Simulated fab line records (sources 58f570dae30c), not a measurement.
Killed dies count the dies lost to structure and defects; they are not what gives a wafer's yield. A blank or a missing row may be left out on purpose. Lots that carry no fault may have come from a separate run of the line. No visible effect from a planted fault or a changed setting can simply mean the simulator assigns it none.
What tool caused it? ; flow berkeley-cmos170 ; Sampling: 11 lots, 33 wafers, 2 of 331 route steps

## WHAT THE GAUGES SHOWED, per wafer
UCB170_NLDD_CD_MEAS_06 targets a cd of 1200 nm.
lot;measured;on;cd-nm (nm)
L789;day 6 02:36;cd-sem-01;1200.0 1201.4 1199.8
L792;day 6 14:21;cd-sem-02;1199.7 1200.3 1199.5
L790;day 6 15:10;cd-sem-02;1197.8 1198.5 1197.9
L791;day 6 15:40;cd-sem-01;1198.7 1199.8 1200.0
L793;day 7 06:31;cd-sem-01;1198.9 1200.9 1199.8
L794;day 7 06:47;cd-sem-02;1201.8 1201.6 1202.6
L795;day 7 16:36;cd-sem-02;1200.0 1199.1 1198.5
L797;day 8 02:31;cd-sem-01;1200.7 1199.4 1200.1
L796;day 8 02:49;cd-sem-01;1200.2 1201.6 1199.1
L798;day 8 12:26;cd-sem-01;1202.2 1201.6 1202.1
L799;day 8 12:51;cd-sem-01;1202.6 1200.9 1202.7

## WHAT TOOL EACH LOT RAN ON (gives the tool, then ch and the chambers of the sampled wafers, and finally the start)
lot;UCB170_PLDD_STRIP_10
L789;plasma-asher-01 ch 0,1, day 6 01:06
L792;plasma-asher-03 ch 0,1, day 6 12:44
L790;plasma-asher-01 ch 1, day 6 13:04
L791;plasma-asher-03 ch 0,1, day 6 13:19
L793;plasma-asher-03 ch 0,1, day 7 05:08
L794;plasma-asher-01 ch 0,1, day 7 05:24
L795;plasma-asher-04 ch 0,1, day 7 14:26
L797;plasma-asher-04 ch 0,1, day 8 01:20
L796;plasma-asher-03 ch 0,1, day 8 01:38
L798;plasma-asher-04 ch 0,1, day 8 10:46
L799;plasma-asher-04 ch 0,1, day 8 11:08
- UCB170_PLDD_STRIP_10: strips in O2.

## THE ANSWER, worked out from the rows above alone
Rule: usual is defined by the lots themselves. The widest of any qualifying gaps counts: lots, ordered by their means at a reading, are off when they make up no more than a third of the lots, leave a main group of 4 or more, and stand apart from it by 3 or more times the standard deviation of that group's means. A main group whose means are all the same, to the digits that the tables above print for the reading, isn't used. A lot without any number at a reading at which 4 lots or more have one is off too. Where the step has rows for the other lots, those lots are counted as sound.
No lot is off on any of the readings shown, so nothing can be concluded from this.

## WHAT THE SIMULATOR PUT IN
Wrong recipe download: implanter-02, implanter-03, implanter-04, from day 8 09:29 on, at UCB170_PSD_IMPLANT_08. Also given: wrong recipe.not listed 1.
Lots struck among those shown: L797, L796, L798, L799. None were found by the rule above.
